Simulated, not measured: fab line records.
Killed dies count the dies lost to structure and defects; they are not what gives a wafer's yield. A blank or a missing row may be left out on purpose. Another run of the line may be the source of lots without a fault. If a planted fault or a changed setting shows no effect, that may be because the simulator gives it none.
fab line records	flow rit-cmos
record lots=7	wafers=21	last-day=8
route steps=202 shown PLDD@120 SPACER@125 NSD@131 PSD@142 M1@202
lots that met no fault: taken from a fault-free run of the same line
start-h: hours from the record's opening day to when the first of the lot's shown wafers began	wait-h: hours elapsed since this lot's preceding step	" repeats the value in the row above	L1.1+2: a row that stands for several wafers	- either no value or no given start	* or withheld: withheld	< > ~ a bound
route shown NAME@n: a module of which the file shows steps, and the number in the route of the first	usual: mean/standard deviation taken from wafers without a fault	same: alike in all rows	chamber/n: place in a boat	sites: per-site readings	_std_site: the standard deviation of these	_edge_site: outer sites' mean less inner sites'	radius-mm: how far each site lies from the wafer's centre	mask NAME#n: copy n	behind: tool/chamber where the wafer was last shaped	hold: the reason the lot was held/the length of the hold in hours/how it ended	device: transistor that didn't switch, given as n, p or np	end of line: tests run on the same wafers once the route is complete	step lacking rows: just its recipe	killed: not the wafer's yield, but the dies lost to structure and defects at the first sort	map: shows each die of a wafer: x if killed, . if not, _ if none is there
set.NAME: the run value of the setting; set.NAME@STEP: its run value at that earlier step	model.NAME: the simulator's own value behind a step, which no gauge read
a table for each step, a row for each wafer; lots at some steps of the route
services: a tool's chamber out of use, with start hour (start-h, from the record's first day; less than 0 if before it), hours out, and reason
## steps
# step RIT_PLDD_OVL_MEAS_06
# usual PLDD_OVL=-1.1/1.5
lot.wafer	tool	chamber	start-h	wait-h	PLDD_OVL[nm]
L889.2	overlay-01	-	67.14	-	-2.2
L889.4	"	-	"	"	-0.6
L889.5	"	-	"	"	-3.4
L890.1	overlay-01	-	72.65	-	-1.2
L890.2	"	-	"	"	-0.9
L890.3	"	-	"	"	-1.5
L891.2	overlay-01	-	79.70	-	-1.5
L891.4	"	-	"	"	-2.2
L891.6	"	-	"	"	-2.2
L898.2	overlay-01	-	112.94	-	-2.3
L898.4	"	-	"	"	-1.0
L898.5	"	-	"	"	-1.7
L900.3	overlay-02	-	126.39	-	-2.6
L900.5	"	-	"	"	-2.3
L900.6	"	-	"	"	-3.4
L907.2	overlay-02	-	168.51	-	-1.3
L907.4	"	-	"	"	-0.8
L907.5	"	-	"	"	0.0
L908.4	overlay-02	-	173.34	-	-1.3
L908.5	"	-	"	"	-1.4
L908.6	"	-	"	"	-0.7
# step RIT_PLDD_HARDBAKE_07
# recipe resist=NOVOLAK	temp-c=140	time-s=60
# step RIT_PLDD_IMPLANT_08
# recipe species=BF2	energy-kev=20	dose-cm2=9e+14	tilt-deg=7
# step RIT_PLDD_STRIP_09
# recipe chemistry=O2	time-s=180	resist=NOVOLAK	platen-temp-c=withheld	power-w=500	pressure-mtorr=4000	o2-flow-sccm=4000
# usual drypump-motor-current-A=5.8/0.56
lot.wafer	tool	chamber	start-h	wait-h	drypump-motor-current-A	rf-hours-counter-h
L889.2	plasma-asher-01	1	67.47	0.1	6.1	23
L889.4	"	1	"	"	6.1	-
L889.5	"	1	"	"	6.1	-
L890.1	plasma-asher-01	0	73.10	0.1	5.6	24
L890.2	"	1	"	"	6.1	24
L890.3	"	0	"	"	5.6	-
L891.2	plasma-asher-04	1	80.03	0.1	5.1	46
L891.4	"	1	"	"	5.1	-
L891.6	"	0	"	"	5.7	-
L898.2	plasma-asher-01	1	113.27	0.1	6.1	28
L898.4	"	1	"	"	6.1	-
L898.5	"	0	"	"	5.6	-
L900.3	plasma-asher-01	1	126.77	0.1	6.1	-
L900.5	"	0	"	"	5.6	-
L900.6	"	1	"	"	6.1	-
L907.2	plasma-asher-02	1	168.84	0.1	5.1	55
L907.4	"	0	"	"	6.5	-
L907.5	"	0	"	"	6.5	-
L908.4	plasma-asher-02	0	173.95	0.1	6.5	-
L908.5	"	1	"	"	5.2	-
L908.6	"	0	"	"	6.5	-
# step RIT_PLDD_TW_MEAS_10
# usual PLDD_TW=2355/16
lot.wafer	tool	chamber	start-h	wait-h	PLDD_TW
L889.2	film-metro-04	-	67.65	0.1	2368
L889.4	"	-	"	"	2373
L889.5	"	-	"	"	2364
L890.1	film-metro-04	-	73.27	0.1	2353
L890.2	"	-	"	"	2359
L890.3	"	-	"	"	2350
L891.2	film-metro-01	-	80.22	0.1	2344
L891.4	"	-	"	"	2348
L891.6	"	-	"	"	2349
L898.2	film-metro-03	-	113.46	0.1	2334
L898.4	"	-	"	"	2333
L898.5	"	-	"	"	2333
L900.3	film-metro-04	-	126.91	0.1	2373
L900.5	"	-	"	"	2360
L900.6	"	-	"	"	2380
L907.2	film-metro-01	-	169.03	0.1	2355
L907.4	"	-	"	"	2342
L907.5	"	-	"	"	2352
L908.4	film-metro-01	-	174.09	0.1	2360
L908.5	"	-	"	"	2351
L908.6	"	-	"	"	2344
# step RIT_SPACER_CLEAN_00
# recipe chemistry=SC1	mix=3:3:50	time-s=600	temp-c=75
# step RIT_SPACER_CLEAN_01
# recipe chemistry=dHF	dilution=50:1	time-s=30
# step RIT_SPACER_CLEAN_02
# recipe chemistry=SC2	mix=3:3:50	time-s=600	temp-c=75	dry=n2-spin
# step RIT_SPACER_CVD_03
# recipe material=Si3N4	target-thk-nm=250	temp-c=810	precursor=SiH2Cl2/NH3	time-s=3300	pressure-mtorr=300	sih2cl2-flow-sccm=60	nh3-flow-sccm=150
# step RIT_SPACER_THK_MEAS_04
# recipe reads=Si3N4_of_SPACER_CVD_03
# usual SPACER_NITRIDE_THK=249.0/2.3
lot.wafer	tool	chamber	start-h	wait-h	SPACER_NITRIDE_THK[nm]
L889.2	film-metro-04	-	69.99	0.0	247.2
L889.4	"	-	"	"	248.8
L889.5	"	-	"	"	247.6
L890.1	film-metro-04	-	75.65	0.0	251.8
L890.2	"	-	"	"	249.7
L890.3	"	-	"	"	252.0
L891.2	film-metro-03	-	82.58	0.0	251.2
L891.4	"	-	"	"	251.7
L891.6	"	-	"	"	250.7
L898.2	film-metro-04	-	116.48	0.0	248.9
L898.4	"	-	"	"	249.8
L898.5	"	-	"	"	249.3
L900.3	film-metro-03	-	129.25	0.0	248.2
L900.5	"	-	"	"	248.2
L900.6	"	-	"	"	246.0
L907.2	film-metro-03	-	171.37	0.0	250.5
L907.4	"	-	"	"	249.8
L907.5	"	-	"	"	249.2
L908.4	film-metro-03	-	176.44	0.0	251.2
L908.5	"	-	"	"	249.5
L908.6	"	-	"	"	250.4
# step RIT_SPACER_ETCHBACK_05
# recipe target-depth-a=2500	SF6_flow_sccm=30	CHF3_flow_sccm=30	target=Si3N4	chemistry=SF6/CHF3	pressure-mtorr=40	rf-w=250	time-s=240	stop-on=SiO2
# usual drypump-motor-current-A=5.8/0.66	oes-product-au=0.843/0.016	throttle-valve-pct=10.14/0.13
lot.wafer	tool	chamber	start-h	wait-h	drypump-motor-current-A	oes-product-au	rf-hours-counter-h	throttle-valve-pct
L889.2	rie-diel-01	1	70.04	0.0	5.9	0.838	40	10.15
L889.4	"	3	"	"	6.5	0.848	146	10.20
L889.5	"	1	"	"	5.9	0.841	-	10.17
L890.1	rie-diel-02	0	75.71	0.1	6.1	0.841	6	10.24
L890.2	"	2	"	"	6.6	0.863	6	10.04
L890.3	"	1	"	"	6.7	0.863	33	10.20
L891.2	rie-diel-02	2	82.63	0.0	6.7	0.866	6	10.04
L891.4	"	1	"	"	6.7	0.859	-	10.21
L891.6	"	0	"	"	6.1	0.843	-	10.26
L898.2	rie-diel-04	1	116.53	0.0	6.0	0.865	13	10.05
L898.4	"	3	"	"	5.6	0.837	72	10.36
L898.5	"	0	"	"	5.8	0.829	-	10.39
L900.3	rie-diel-01	0	129.29	0.0	6.0	0.856	0	9.98
L900.5	"	2	"	"	4.6	0.826	-	10.12
L900.6	"	1	"	"	5.9	0.830	-	10.15
L907.2	rie-diel-01	1	171.42	0.0	5.9	0.833	42	10.17
L907.4	"	2	"	"	4.7	0.813	-	10.12
L907.5	"	0	"	"	6.0	0.865	-	9.99
L908.4	rie-diel-02	0	176.47	0.0	6.1	0.845	7	10.25
L908.5	"	2	"	"	6.7	0.866	-	10.04
L908.6	"	3	"	"	4.8	0.847	-	10.00
# step RIT_NSD_HMDS_00
# recipe prime-time-s=60	prime-temp-c=140
# step RIT_NSD_COAT_01
# recipe resist=NOVOLAK	spin-rpm=3250	resist-thk-nm=1000
# usual chill-plate-temp-C=22.98/0.12	dispense-pressure-kPa=44.0/0.61	exhaust-pa=44.9/0.89
lot.wafer	tool	chamber	start-h	wait-h	chill-plate-temp-C	dispense-pressure-kPa	exhaust-pa
L889.2	litho-track-03	-	70.37	0.1	-	-	-
L889.4	"	-	"	"	-	-	-
L889.5	"	-	"	"	-	-	-
L890.1	litho-track-03	-	76.01	0.1	-	-	-
L890.2	"	-	"	"	-	-	-
L890.3	"	-	"	"	-	-	-
L891.2	litho-track-02	-	82.95	0.1	-	-	-
L891.4	"	-	"	"	-	-	-
L891.6	"	-	"	"	-	-	-
L898.2	litho-track-03	0	116.86	0.1	22.99	43.4	44.9
L898.4	"	0	"	"	23.19	43.4	45.5
L898.5	"	0	"	"	23.04	43.4	44.1
L900.3	litho-track-03	0	129.64	0.1	22.98	43.4	44.2
L900.5	"	0	"	"	23.02	43.4	43.7
L900.6	"	0	"	"	22.85	43.5	44.8
L907.2	litho-track-01	0	171.75	0.1	22.97	44.9	43.7
L907.4	"	0	"	"	22.93	44.9	44.3
L907.5	"	0	"	"	22.89	44.9	42.8
L908.4	litho-track-03	0	176.84	0.1	23.05	43.4	46.6
L908.5	"	0	"	"	23.01	43.4	45.2
L908.6	"	0	"	"	22.93	43.4	45.5
# step RIT_NSD_SOFTBAKE_02
# recipe resist=NOVOLAK	temp-c=90	time-s=60
# step RIT_NSD_EXPOSE_03
# recipe mask-id=M9	na=0.57	target-cd-nm=40700	dose-mj=250
# step RIT_NSD_PEB_04
# recipe resist=NOVOLAK	temp-c=withheld	time-s=withheld
# step RIT_NSD_DEVELOP_05
# recipe resist=NOVOLAK	develop-time-s=50	dev-temp-c=23
# step RIT_NSD_OVL_MEAS_06
# usual NSD_OVL=-0.5/1.9
lot.wafer	tool	chamber	start-h	wait-h	NSD_OVL[nm]
L889.2	overlay-02	-	71.17	-	-
L889.4	"	-	"	"	-
L889.5	"	-	"	"	-
L890.1	overlay-02	-	76.83	-	-
L890.2	"	-	"	"	-
L890.3	"	-	"	"	-
L891.2	overlay-02	-	83.63	-	-
L891.4	"	-	"	"	-
L891.6	"	-	"	"	-
L898.2	overlay-01	-	117.62	-	-3.4
L898.4	"	-	"	"	-3.1
L898.5	"	-	"	"	-2.8
L900.3	overlay-01	-	130.30	-	-0.3
L900.5	"	-	"	"	1.0
L900.6	"	-	"	"	0.2
L907.2	overlay-01	-	172.43	-	0.9
L907.4	"	-	"	"	1.2
L907.5	"	-	"	"	0.7
L908.4	overlay-01	-	177.49	-	-3.4
L908.5	"	-	"	"	-2.0
L908.6	"	-	"	"	-2.7
# step RIT_NSD_HARDBAKE_07
# recipe resist=NOVOLAK	temp-c=140	time-s=60
# step RIT_NSD_IMPLANT_08
# recipe species=P	energy-kev=25	dose-cm2=1e+15	tilt-deg=7
# step RIT_NSD_STRIP_09
# recipe chemistry=O2	time-s=180	resist=NOVOLAK	platen-temp-c=withheld	power-w=500	pressure-mtorr=4000	o2-flow-sccm=4000
# usual drypump-motor-current-A=5.7/0.37
lot.wafer	tool	chamber	start-h	wait-h	drypump-motor-current-A	rf-hours-counter-h
L889.2	plasma-asher-01	1	71.50	0.1	6.1	23
L889.4	"	1	"	"	6.1	-
L889.5	"	0	"	"	5.6	-
L890.1	plasma-asher-04	1	77.17	0.1	5.1	45
L890.2	"	0	"	"	5.7	45
L890.3	"	1	"	"	5.1	-
L891.2	plasma-asher-01	0	83.96	0.1	5.6	24
L891.4	"	0	"	"	5.6	-
L891.6	"	0	"	"	5.6	-
L898.2	plasma-asher-04	1	117.95	0.1	5.1	0
L898.4	"	1	"	"	5.1	-
L898.5	"	0	"	"	5.7	-
L900.3	plasma-asher-03	1	130.69	0.1	5.2	-
L900.5	"	1	"	"	5.2	-
L900.6	"	0	"	"	6.0	-
L907.2	plasma-asher-01	1	172.76	0.1	6.1	33
L907.4	"	1	"	"	6.1	-
L907.5	"	0	"	"	5.6	-
L908.4	plasma-asher-01	0	177.86	0.1	5.6	-
L908.5	"	1	"	"	6.1	-
L908.6	"	0	"	"	5.6	-
# step RIT_NSD_TW_MEAS_10
# usual NSD_TW=3129/21
lot.wafer	tool	chamber	start-h	wait-h	NSD_TW
L889.2	film-metro-04	-	71.69	0.1	3158
L889.4	"	-	"	"	3177
L889.5	"	-	"	"	3161
L890.1	film-metro-01	-	77.34	0.1	3133
L890.2	"	-	"	"	3123
L890.3	"	-	"	"	3112
L891.2	film-metro-04	-	84.15	0.1	3128
L891.4	"	-	"	"	3143
L891.6	"	-	"	"	3136
L898.2	film-metro-04	-	118.13	0.1	3152
L898.4	"	-	"	"	3138
L898.5	"	-	"	"	3155
L900.3	film-metro-01	-	130.82	0.1	3104
L900.5	"	-	"	"	3110
L900.6	"	-	"	"	3127
L907.2	film-metro-03	-	172.94	0.1	3093
L907.4	"	-	"	"	3088
L907.5	"	-	"	"	3096
L908.4	film-metro-03	-	178.01	0.1	3089
L908.5	"	-	"	"	3092
L908.6	"	-	"	"	3084
# step RIT_PSD_HMDS_00
# recipe prime-time-s=60	prime-temp-c=140
# step RIT_PSD_COAT_01
# recipe resist=NOVOLAK	spin-rpm=3250	resist-thk-nm=1000
# step RIT_PSD_SOFTBAKE_02
# recipe resist=NOVOLAK	temp-c=90	time-s=60
# step RIT_PSD_EXPOSE_03
# recipe mask-id=M10	na=0.57	target-cd-nm=40900	dose-mj=250
# step RIT_PSD_PEB_04
# recipe resist=NOVOLAK	temp-c=withheld	time-s=withheld
# step RIT_PSD_DEVELOP_05
# recipe resist=NOVOLAK	develop-time-s=50	dev-temp-c=23
# step RIT_PSD_OVL_MEAS_06
# usual PSD_OVL=0.0/1.5
lot.wafer	tool	chamber	start-h	wait-h	PSD_OVL[nm]
L889.2	overlay-02	-	72.73	-	-0.2
L889.4	"	-	"	"	-0.2
L889.5	"	-	"	"	-0.2
L890.1	overlay-01	-	78.35	-	1.6
L890.2	"	-	"	"	1.4
L890.3	"	-	"	"	2.2
L891.2	overlay-01	-	85.18	-	-0.6
L891.4	"	-	"	"	-1.1
L891.6	"	-	"	"	-1.5
L898.2	overlay-01	-	119.16	-	-1.3
L898.4	"	-	"	"	-2.3
L898.5	"	-	"	"	-1.6
L900.3	overlay-02	-	131.73	-	0.5
L900.5	"	-	"	"	0.1
L900.6	"	-	"	"	0.2
L907.2	overlay-01	-	173.97	-	-1.4
L907.4	"	-	"	"	0.7
L907.5	"	-	"	"	1.2
L908.4	overlay-01	-	178.91	-	-0.7
L908.5	"	-	"	"	-0.1
L908.6	"	-	"	"	-0.8
# step RIT_PSD_HARDBAKE_07
# recipe resist=NOVOLAK	temp-c=140	time-s=60
# step RIT_PSD_IMPLANT_08
# recipe species=BF2	energy-kev=27	dose-cm2=5e+15	tilt-deg=7
# step RIT_PSD_STRIP_09
# recipe chemistry=O2	time-s=180	resist=NOVOLAK	platen-temp-c=withheld	power-w=500	pressure-mtorr=4000	o2-flow-sccm=4000
# usual drypump-motor-current-A=5.6/0.52
lot.wafer	tool	chamber	start-h	wait-h	drypump-motor-current-A	rf-hours-counter-h
L889.2	plasma-asher-04	1	73.06	0.1	5.1	45
L889.4	"	1	"	"	5.1	-
L889.5	"	1	"	"	5.1	-
L890.1	plasma-asher-04	1	78.68	0.1	5.1	45
L890.2	"	0	"	"	5.7	45
L890.3	"	0	"	"	5.7	-
L891.2	plasma-asher-03	0	85.51	0.1	6.0	44
L891.4	"	0	"	"	6.0	-
L891.6	"	0	"	"	6.0	-
L898.2	plasma-asher-02	1	119.49	0.1	5.2	50
L898.4	"	0	"	"	6.5	-
L898.5	"	1	"	"	5.1	-
L900.3	plasma-asher-03	0	132.23	0.1	6.0	-
L900.5	"	1	"	"	5.2	-
L900.6	"	0	"	"	6.0	-
L907.2	plasma-asher-03	0	174.44	0.1	6.0	53
L907.4	"	1	"	"	5.2	-
L907.5	"	0	"	"	6.0	-
L908.4	plasma-asher-03	1	179.29	0.1	5.2	-
L908.5	"	0	"	"	6.0	-
L908.6	"	1	"	"	5.2	-
# step RIT_PSD_TW_MEAS_10
# usual PSD_TW=3438/25
lot.wafer	tool	chamber	start-h	wait-h	hold	PSD_TW
L889.2	film-metro-01	-	73.24	0.1	await-dispo/0.2h/release	3629
L889.4	"	-	"	"	await-dispo/0.2h/release	3617
L889.5	"	-	"	"	await-dispo/0.2h/release	3626
L889.2	film-metro-01	-	73.47	0.2	-	3642
L889.4	"	-	"	"	-	3623
L889.5	"	-	"	"	-	3622
L890.1	film-metro-03	-	78.86	0.1	await-dispo/0.2h/release	3602
L890.2	"	-	"	"	await-dispo/0.2h/release	3612
L890.3	"	-	"	"	await-dispo/0.2h/release	3599
L890.1	film-metro-03	-	79.09	0.2	-	3596
L890.2	"	-	"	"	-	3617
L890.3	"	-	"	"	-	3608
L891.2	film-metro-04	-	85.70	0.1	await-dispo/0.2h/release	3640
L891.4	"	-	"	"	await-dispo/0.2h/release	3648
L891.6	"	-	"	"	await-dispo/0.2h/release	3641
L891.2	film-metro-04	-	85.92	0.2	-	3649
L891.4	"	-	"	"	-	3649
L891.6	"	-	"	"	-	3641
L898.2	film-metro-04	-	119.68	0.1	-	3480
L898.4	"	-	"	"	-	3465
L898.5	"	-	"	"	-	3470
L900.3	film-metro-04	-	132.36	0.1	-	3445
L900.5	"	-	"	"	-	3464
L900.6	"	-	"	"	-	3441
L907.2	film-metro-01	-	174.63	0.1	-	3420
L907.4	"	-	"	"	-	3429
L907.5	"	-	"	"	-	3435
L908.4	film-metro-01	-	179.44	0.1	-	3417
L908.5	"	-	"	"	-	3404
L908.6	"	-	"	"	-	3428
# step RIT_M1_PROBE_99
# usual killed-at-contacts=0.1/0.23	killed-at-front-end=7/3	killed-dies=7/3	killed-on-rim=1.8/1.5	killed-open=3.3/1.8	killed-short=3.3/2.2
# same gross-dies=264	killed_at_M0_to_M3=0	killed_at_M4_up=0	killed-at-back-side=0	killed-at-other=0
lot.wafer	tool	chamber	start-h	wait-h	hold	killed-at-contacts	killed-at-front-end	killed-dies	killed-on-rim	killed-open	killed-short
L889.2	prober-01	-	83.82	0.1	await-dispo/5.0h/scrap	0	264	264	70	1	1
L889.4	prober-01	-	83.92	0.2	await-dispo/5.0h/scrap	0	264	264	70	4	4
L889.5	prober-01	-	83.97	0.2	await-dispo/5.0h/scrap	0	264	264	70	4	3
L890.1	prober-02	-	92.38	0.1	await-dispo/1.2h/scrap	0	264	264	70	6	2
L890.2	prober-02	-	92.43	0.1	await-dispo/1.2h/scrap	0	264	264	70	5	4
L890.3	prober-02	-	92.48	0.2	await-dispo/1.2h/scrap	0	264	264	70	3	8
L891.2	prober-01	-	100.82	0.1	await-dispo/4.7h/scrap	0	264	264	70	4	4
L891.4	prober-01	-	100.92	0.2	await-dispo/4.7h/scrap	0	264	264	70	1	7
L891.6	prober-01	-	101.02	0.2	await-dispo/4.7h/scrap	0	264	264	70	3	1
L898.2	prober-01	-	129.98	0.1	-	0	5	5	2	2	3
L898.4	prober-01	-	130.08	0.2	-	0	3	3	2	2	1
L898.5	prober-01	-	130.13	0.2	-	0	5	5	2	3	2
L900.3	prober-01	-	140.58	0.2	-	0	3	3	0	2	1
L900.5	prober-01	-	140.68	0.2	-	0	5	5	0	4	1
L900.6	prober-01	-	140.73	0.2	-	0	3	3	2	2	1
L907.2	prober-01	-	182.95	0.1	-	0	16	16	5	5	11
L907.4	prober-01	-	183.05	0.2	-	0	5	5	1	2	3
L907.5	prober-01	-	183.10	0.2	-	0	11	11	8	6	5
# killed by level:class
L889.2 NSD:area-expose=262 GATE:geometric-particle:open=1 REOX:geometric-particle:short=1
L889.4 NSD:area-expose=256 FOX1:geometric-particle:short=2 GATE:geometric-particle:open=2 FOX2:geometric-particle:short=1 GATE:geometric-particle:short=1 REOX:geometric-particle:open=1 SPACER:geometric-particle:open=1
L889.5 NSD:area-expose=257 REOX:geometric-particle:open=2 FOX1:geometric-particle:open=1 GATE:geometric-particle:short=1 REOX:geometric-particle:short=1 SPACER:geometric-particle:short=1 SPACER:geometric-particle:open=1
L890.1 NSD:area-expose=256 SPACER:geometric-particle:open=3 GATE:geometric-particle:open=2 SPACER:geometric-particle:short=2 SILICIDE:geometric-particle:open=1
L890.2 NSD:area-expose=255 FOX2:geometric-particle:open=3 FOX2:geometric-particle:short=2 GATE:geometric-particle:open=1 GATE:geometric-particle:short=1 REOX:geometric-particle:short=1 SILICIDE:geometric-particle:open=1
L890.3 NSD:area-expose=253 GATE:geometric-particle:short=4 REOX:geometric-particle:open=2 SILICIDE:geometric-particle:short=2 FOX2:geometric-particle:short=1 GATE:geometric-particle:open=1 REOX:geometric-particle:short=1
L891.2 NSD:area-expose=256 GATE:geometric-particle:short=3 FOX1:geometric-particle:open=2 FOX1:geometric-particle:short=1 GATE:geometric-particle:open=1 SPACER:geometric-particle:open=1
L891.4 NSD:area-expose=256 FOX1:geometric-particle:short=3 SPACER:geometric-particle:short=2 FOX1:geometric-particle:open=1 FOX2:geometric-particle:short=1 SILICIDE:geometric-particle:short=1
L891.6 NSD:area-expose=260 GATE:geometric-particle:open=1 SPACER:geometric-particle:short=1 SPACER:geometric-particle:open=1 SILICIDE:geometric-particle:open=1
L898.2 GATE:geometric-particle:short=1 GATE:geometric-particle:open=1 REOX:geometric-particle:short=1 REOX:geometric-particle:open=1 SPACER:geometric-particle:short=1
L898.4 GATE:geometric-particle:open=1 SPACER:geometric-particle:open=1 SPACER:geometric-particle:short=1
L898.5 REOX:geometric-particle:open=2 FOX1:geometric-particle:short=1 GATE:geometric-particle:open=1 SILICIDE:geometric-particle:short=1
L900.3 GATE:geometric-particle:open=1 REOX:geometric-particle:open=1 SPACER:geometric-particle:short=1
L900.5 REOX:geometric-particle:open=3 FOX2:geometric-particle:open=1 GATE:geometric-particle:short=1
L900.6 GATE:geometric-particle:open=2 REOX:geometric-particle:short=1
L907.2 SILICIDE:geometric-particle:short=3 SPACER:geometric-particle:short=3 FOX1:geometric-particle:open=2 GATE:geometric-particle:open=2 GATE:geometric-particle:short=2 REOX:geometric-particle:short=2 FOX2:geometric-particle:short=1 SILICIDE:geometric-particle:open=1
L907.4 FOX1:geometric-particle:open=1 FOX1:geometric-particle:short=1 FOX2:geometric-particle:short=1 REOX:geometric-particle:open=1 SPACER:geometric-particle:short=1
L907.5 SILICIDE:geometric-particle:open=3 SILICIDE:geometric-particle:short=3 SPACER:geometric-particle:short=2 FOX2:geometric-particle:open=1 GATE:geometric-particle:open=1 SPACER:geometric-particle:open=1
# map L889.2 (x killed, . not)
________xxxxxxx_______
_____xxxxxxxxxxxxx____
____xxxxxxxxxxxxxxx___
___xxxxxxxxxxxxxxxxx__
__xxxxxxxxxxxxxxxxxxx_
__xxxxxxxxxxxxxxxxxxx_
_xxxxxxxxxxxxxxxxxxxxx
_xxxxxxxxxxxxxxxxxxxxx
_xxxxxxxxxxxxxxxxxxxxx
_xxxxxxxxxxxxxxxxxxxxx
__xxxxxxxxxxxxxxxxxxx_
__xxxxxxxxxxxxxxxxxxx_
___xxxxxxxxxxxxxxxxx__
____xxxxxxxxxxxxxxx___
_____xxxxxxxxxxxxx____
________xxxxxxx_______
# map L890.1 (x killed, . not)
________xxxxxxx_______
_____xxxxxxxxxxxxx____
____xxxxxxxxxxxxxxx___
___xxxxxxxxxxxxxxxxx__
__xxxxxxxxxxxxxxxxxxx_
__xxxxxxxxxxxxxxxxxxx_
_xxxxxxxxxxxxxxxxxxxxx
_xxxxxxxxxxxxxxxxxxxxx
_xxxxxxxxxxxxxxxxxxxxx
_xxxxxxxxxxxxxxxxxxxxx
__xxxxxxxxxxxxxxxxxxx_
__xxxxxxxxxxxxxxxxxxx_
___xxxxxxxxxxxxxxxxx__
____xxxxxxxxxxxxxxx___
_____xxxxxxxxxxxxx____
________xxxxxxx_______
## services
tool	chamber	start-h	hours	kind
rie-diel-04	2	47.36	17.2	repair
rie-diel-04	-	56.62	14.6	pm
rie-diel-02	3	68.64	-	clean
rie-diel-02	3	68.64	20.6	scheduled-down
rie-diel-02	3	68.64	20.6	vent-cycle
rie-diel-01	0	87.76	5.4	repair
rie-diel-01	0	93.16	-	clean
rie-diel-01	0	93.16	12.9	scheduled-down
rie-diel-01	0	93.16	12.9	vent-cycle
plasma-asher-04	-	108.75	9.0	pm
plasma-asher-04	0	108.75	9.0	vent-cycle
plasma-asher-04	1	108.75	9.0	vent-cycle
plasma-asher-04	0	117.75	-	clean
plasma-asher-04	1	117.75	-	clean
rie-diel-02	0	119.41	8.8	repair
rie-diel-04	1	154.05	5.1	repair
rie-diel-01	3	159.62	-	clean
rie-diel-01	3	159.62	24.0	scheduled-down
rie-diel-01	3	159.62	24.0	vent-cycle
rie-diel-02	-	161.60	14.6	pm
rie-diel-02	-	178.54	1.6	repair
## key
first-sign step=RIT_NSD_COAT_01	reading=tool-record	direction=missing
effect step=RIT_NSD_OVL_MEAS_06	reading=NSD_OVL	direction=missing
effect step=RIT_PSD_TW_MEAS_10	reading=visit	direction=added
effect step=RIT_PSD_TW_MEAS_10	reading=PSD_TW	direction=up	sigmas=7.4	usual=3438	struck=3624
effect step=RIT_M1_PROBE_99	reading=killed-dies	direction=up	sigmas=86	usual=7	struck=264
more-kills-born-at RIT_NSD_EXPOSE_03@iline-stepper-01=1536	RIT_NSD_EXPOSE_03@iline-stepper-02=775
met-at RIT_NSD_COAT_01
struck-wafers L889.2,L889.4,L889.5,L890.1,L890.2,L890.3,L891.2,L891.4,L891.6
tester-left-out L889,L890,L891
fault kind=skipped-step-whole	tool=litho-track-02,litho-track-03	chamber=-	onset-h=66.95	steps=RIT_NSD_COAT_01	scope=struck-lots-only
# tester-left-out: of these lots the tester's yield and bins aren't shown, on N5 and GAA mostly nor the transistor test; their killed dies are dies lost to structure and defects alone, not to doping, threshold or leakage, so they don't give the yield
